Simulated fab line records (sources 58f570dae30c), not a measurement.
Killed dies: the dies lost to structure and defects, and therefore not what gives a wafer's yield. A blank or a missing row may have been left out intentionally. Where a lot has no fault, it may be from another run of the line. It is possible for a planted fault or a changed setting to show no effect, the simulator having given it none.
The tool behind it: which one? || flow berkeley_cmos170 || 15 lots with 45 wafers sampled at 2 steps, on a route of 331 steps

== WHAT THE GAUGES READ, wafer by wafer ==
UCB170_SDANNEAL_RS_MEAS_02: uses a four-point probe to measure.
{"lot": "L242", "measured": "day 8 19:35", "on": "film_metro-03", "PSD_RS (ohm/sq)": "75.68 75.78 75.78"}
{"lot": "L241", "measured": "day 8 20:02", "on": "film_metro-02", "PSD_RS (ohm/sq)": "75.27 75.52 75.40"}
{"lot": "L243", "measured": "day 9 08:55", "on": "film_metro-03", "PSD_RS (ohm/sq)": "75.97 75.62 75.25"}
{"lot": "L244", "measured": "day 9 20:26", "on": "film_metro-02", "PSD_RS (ohm/sq)": "75.58 75.55 76.04"}
{"lot": "L245", "measured": "day 9 20:54", "on": "film_metro-04", "PSD_RS (ohm/sq)": "75.23 75.36 75.44"}
{"lot": "L246", "measured": "day 9 20:56", "on": "film_metro-03", "PSD_RS (ohm/sq)": "75.48 75.32 75.33"}
{"lot": "L247", "measured": "day 10 04:50", "on": "film_metro-03", "PSD_RS (ohm/sq)": "75.02 75.83 75.24"}
{"lot": "L248", "measured": "day 10 05:04", "on": "film_metro-04", "PSD_RS (ohm/sq)": "75.75 75.91 75.92"}
{"lot": "L254", "measured": "day 11 02:56", "on": "film_metro-02", "PSD_RS (ohm/sq)": "75.89 75.54 75.85"}
{"lot": "L251", "measured": "day 11 03:04", "on": "film_metro-04", "PSD_RS (ohm/sq)": "96.16 96.78 96.62 96.29 96.97 96.66"}
{"lot": "L253", "measured": "day 11 03:27", "on": "film_metro-02", "PSD_RS (ohm/sq)": "96.09 96.19 96.27 95.94 96.26 96.37"}
{"lot": "L256", "measured": "day 11 09:39", "on": "film_metro-02", "PSD_RS (ohm/sq)": "96.34 96.54 96.74 96.43 96.47 96.68"}
{"lot": "L258", "measured": "day 12 06:41", "on": "film_metro-03", "PSD_RS (ohm/sq)": "76.01 75.55 76.10"}
{"lot": "L257", "measured": "day 12 07:18", "on": "film_metro-03", "PSD_RS (ohm/sq)": "75.25 75.38 75.70"}
{"lot": "L261", "measured": "day 12 17:05", "on": "film_metro-04", "PSD_RS (ohm/sq)": "75.52 75.57 75.52"}

== WHAT TOOL EACH LOT RAN ON (gives the tool, then ch and the chambers of the sampled wafers, and finally the start) ==
{"lot": "L242", "UCB170_SDANNEAL_RTA_01": "rtp_anneal-01 ch 0, day 8 19:31"}
{"lot": "L241", "UCB170_SDANNEAL_RTA_01": "rtp_anneal-02 ch 0, day 8 19:57"}
{"lot": "L243", "UCB170_SDANNEAL_RTA_01": "rtp_anneal-02 ch 0, day 9 08:52"}
{"lot": "L244", "UCB170_SDANNEAL_RTA_01": "rtp_anneal-01 ch 0, day 9 20:22"}
{"lot": "L245", "UCB170_SDANNEAL_RTA_01": "rtp_anneal-02 ch 0, day 9 20:50"}
{"lot": "L246", "UCB170_SDANNEAL_RTA_01": "rtp_anneal-01 ch 0, day 9 20:53"}
{"lot": "L247", "UCB170_SDANNEAL_RTA_01": "rtp_anneal-01 ch 0, day 10 04:44"}
{"lot": "L248", "UCB170_SDANNEAL_RTA_01": "rtp_anneal-02 ch 0, day 10 04:59"}
{"lot": "L254", "UCB170_SDANNEAL_RTA_01": "rtp_anneal-01 ch 0, day 11 02:52"}
{"lot": "L251", "UCB170_SDANNEAL_RTA_01": "rtp_anneal-02 ch 0, day 11 03:00"}
{"lot": "L253", "UCB170_SDANNEAL_RTA_01": "rtp_anneal-02 ch 0, day 11 03:23"}
{"lot": "L256", "UCB170_SDANNEAL_RTA_01": "rtp_anneal-02 ch 0, day 11 09:35"}
{"lot": "L258", "UCB170_SDANNEAL_RTA_01": "rtp_anneal-01 ch 0, day 12 06:36"}
{"lot": "L257", "UCB170_SDANNEAL_RTA_01": "rtp_anneal-01 ch 0, day 12 07:14"}
{"lot": "L261", "UCB170_SDANNEAL_RTA_01": "rtp_anneal-01 ch 0, day 12 17:01"}
- UCB170_SDANNEAL_RTA_01: time 5 s.

== AS READ BY THE TOOLS THEMSELVES (means over the sampled wafers that have a number; for cases with no such wafer, the mark the record gives instead) ==
UCB170_SDANNEAL_RTA_01.
{"lot": "L242", "tool": "rtp_anneal-01", "lamp_power_pct (%)": 33.6, "wafer_temp_C_max": 1056.8}
{"lot": "L241", "tool": "rtp_anneal-02", "lamp_power_pct (%)": 34.5, "wafer_temp_C_max": 1053.7}
{"lot": "L243", "tool": "rtp_anneal-02", "lamp_power_pct (%)": 34.5, "wafer_temp_C_max": 1054.0}
{"lot": "L244", "tool": "rtp_anneal-01", "lamp_power_pct (%)": 33.6, "wafer_temp_C_max": 1055.7}
{"lot": "L245", "tool": "rtp_anneal-02", "lamp_power_pct (%)": 34.5, "wafer_temp_C_max": 1053.5}
{"lot": "L246", "tool": "rtp_anneal-01", "lamp_power_pct (%)": 33.6, "wafer_temp_C_max": 1056.2}
{"lot": "L247", "tool": "rtp_anneal-01", "lamp_power_pct (%)": 33.6, "wafer_temp_C_max": 1055.6}
{"lot": "L248", "tool": "rtp_anneal-02", "lamp_power_pct (%)": 34.6, "wafer_temp_C_max": 1053.6}
{"lot": "L254", "tool": "rtp_anneal-01", "lamp_power_pct (%)": 33.6, "wafer_temp_C_max": 1055.2}
{"lot": "L251", "tool": "rtp_anneal-02", "lamp_power_pct (%)": 31.3, "wafer_temp_C_max": 1014.7}
{"lot": "L253", "tool": "rtp_anneal-02", "lamp_power_pct (%)": 31.3, "wafer_temp_C_max": 1014.3}
{"lot": "L256", "tool": "rtp_anneal-02", "lamp_power_pct (%)": 31.2, "wafer_temp_C_max": 1014.1}
{"lot": "L258", "tool": "rtp_anneal-01", "lamp_power_pct (%)": 33.6, "wafer_temp_C_max": 1056.6}
{"lot": "L257", "tool": "rtp_anneal-01", "lamp_power_pct (%)": 33.6, "wafer_temp_C_max": 1055.9}
{"lot": "L261", "tool": "rtp_anneal-01", "lamp_power_pct (%)": 33.6, "wafer_temp_C_max": 1056.0}

== THE ANSWER, worked out from the rows above alone ==
Rule: the lots themselves supply what counts as usual. Put in order of their means at a reading, lots are off if they are a third of the lots or fewer, leave a main group of 4 or more, and stand apart from it by a gap of 3 or more times the standard deviation of the main group's means; of several such gaps the widest counts. A main group whose means are all the same, to the digits that the tables above print for the reading, isn't used. A lot without any number at a reading at which 4 lots or more have one is off too. Where the step has rows for the other lots, those lots are counted as sound. After the gauges, taken in route order, come the tools' own readings; for these a lot's mean is taken, as printed above. At the first step where some lot is off, the reading lying furthest off is the one used; lots without a number count as furthest.
Off: at UCB170_SDANNEAL_RS_MEAS_02 (PSD_RS), L251, L253, L256. For the main group the mean is 75.59 ohm/sq and the standard deviation 0.19.
If a tool, at a process step before that reading, ran all the lots that are off and no sound lot after the first of them, it fits. Not tried: the gauges at UCB170_SDANNEAL_RS_MEAS_02; whatever is off there is also off at UCB170_SDANNEAL_RTA_01, on other tools, and gauge error can't account for it. One fits: rtp_anneal-02 at UCB170_SDANNEAL_RTA_01. A fault onset in the window from L248 (day 10 04:59, its last sound lot) to L251 (day 11 03:00, its first lot off) fits.
The tool's own readings at UCB170_SDANNEAL_RTA_01 bear it out: on the lots that are off they differ by more than 5 times the standard deviation of the sound lots' means. lamp_power_pct reads 31.3 % there against 33.9 % on the sound lots; wafer_temp_C_max reads 1014.4 there against 1055.2 on the sound lots.

== WHAT THE SIMULATOR PUT IN ==
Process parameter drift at UCB170_SDANNEAL_RTA_01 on rtp_anneal-02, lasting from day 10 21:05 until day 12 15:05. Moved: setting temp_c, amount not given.
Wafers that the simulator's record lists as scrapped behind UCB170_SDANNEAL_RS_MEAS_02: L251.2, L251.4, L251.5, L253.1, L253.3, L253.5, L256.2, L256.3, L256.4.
Lots struck among those shown: L251, L253, L256. The rule given above showed the same thing.
